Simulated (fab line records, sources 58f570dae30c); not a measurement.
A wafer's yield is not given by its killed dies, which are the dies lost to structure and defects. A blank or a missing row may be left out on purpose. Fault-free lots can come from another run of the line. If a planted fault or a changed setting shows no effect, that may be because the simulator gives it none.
Problem report in the 8D (eight disciplines) form, filled by code :: flow berkeley cmos170 :: the parts of the form that need people (team, actions taken, sign-off) are left out

## 1. WHAT WENT WRONG
Wafers without a fault read 0.854 a.u., standard deviation 0.0091; oes product au at UCB170_M2_METAL_ETCH_18 reads a mean of 0.376 a.u. on 6 wafers belonging to 2 lots. Relative to the usual mean, that is a shift of -53 standard deviations.
The step: etches Al in Cl2/BCl3, stops on SiO2, target depth 1170 nm, time 195 s.
The first sign was on wafer L573.1 at day 11 20:29, on rie metal-03. The record has a number at this step for 42 wafers belonging to 14 lots. Rule for "out" (also "out of limits"): further than 4 standard deviations from the usual mean. The other wafers with a number count as sound.

## 2. WHAT IT IS AND WHAT IT IS NOT
question: which readings at this step
is: oes product au
is not: bcl3 flow sccm, bias w, drypump motor current A

question: which lots
is: L573, L574
is not: L552, L553, L554, L556, L559, L561, L562, L563, L564, L565, L566, L567

question: which wafers of those lots
is: all that have a number
is not: -

question: read on which tools
is: rie metal-02, rie metal-03
is not: rie metal-04

question: when
is: from day 11 20:29
is not: up to then (36 sound wafers)

## 3. SUSPECTS, AND WHAT RULES EACH OUT
Counting: a tool stays on the suspect list if, at a process step up to the reading, it processed all lots that are out and no sound lot following the first of them.
- rie diel-03 at UCB170_M1_ETCH_11 (etches BARC in N2/H2): kept. Every lot that is out went through it, starting with L573 (day 11 12:49), and after that it ran no sound lot; the last sound lot it ran before then is L566 (day 10 01:43).
- rie diel-04 at UCB170_M2_ETCH_17 (etches BARC in N2/H2): kept. Every lot that is out went through it, starting with L573 (day 11 20:27), and after that it ran no sound lot; the last sound lot it ran before then is L565 (day 10 13:25).
What counting leaves: rie diel-03 at UCB170_M1_ETCH_11 and rie diel-04 at UCB170_M2_ETCH_17.

## 4. THE CAUSE (what the simulator had put in)
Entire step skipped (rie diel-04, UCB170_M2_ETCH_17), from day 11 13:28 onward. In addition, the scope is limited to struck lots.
2 suspects survive the count, and this tool is in that group.

## 5. SEQUENCE OF EFFECTS, ordered by route
One row per reading whose mean, taken over the struck wafers that have a number, lies over 3 standard deviations from the usual. Only readings for which the record gives a usual standard deviation are gone through. hours: the time from each lot's start at the first step in this table that gives one to its start at this step, as a median over the lots. sigmas: the change in usual standard deviations.
hours: 0
step: UCB170_M2_METAL_ETCH_18
reading: oes product au
usual: 0.854 a.u.
on struck wafers: 0.376
change: -0.478
sigmas: -53
Process steps it contains:
- UCB170_M2_METAL_ETCH_18: etches Al in Cl2/BCl3, stops on SiO2, target depth 1170 nm, time 195 s.
Readings that are blank on the struck wafers while sound wafers have them: bias w at UCB170_M2_ETCH_17; chamber pressure mTorr at UCB170_M2_ETCH_17; drypump motor current A at UCB170_M2_ETCH_17; oes product au at UCB170_M2_ETCH_17; throttle valve pct at UCB170_M2_ETCH_17; cd nm at UCB170_M2_CD_MEAS_90.

## 6. WHAT WOULD HAVE CAUGHT IT SOONER
In this record no reading fell out of limits until day 11 20:29, 7 hours after the fault had begun at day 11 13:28.
At UCB170_M2_ETCH_17 the tool's readings are blank on the struck wafers, where sound wafers have them: an empty tool record is the first sign, and it was there at once.
Of the lots that are out (2), L574 began UCB170_M2_ETCH_17 on rie diel-04 after day 11 20:29. Had the tool been put on hold then, it would have been spared.
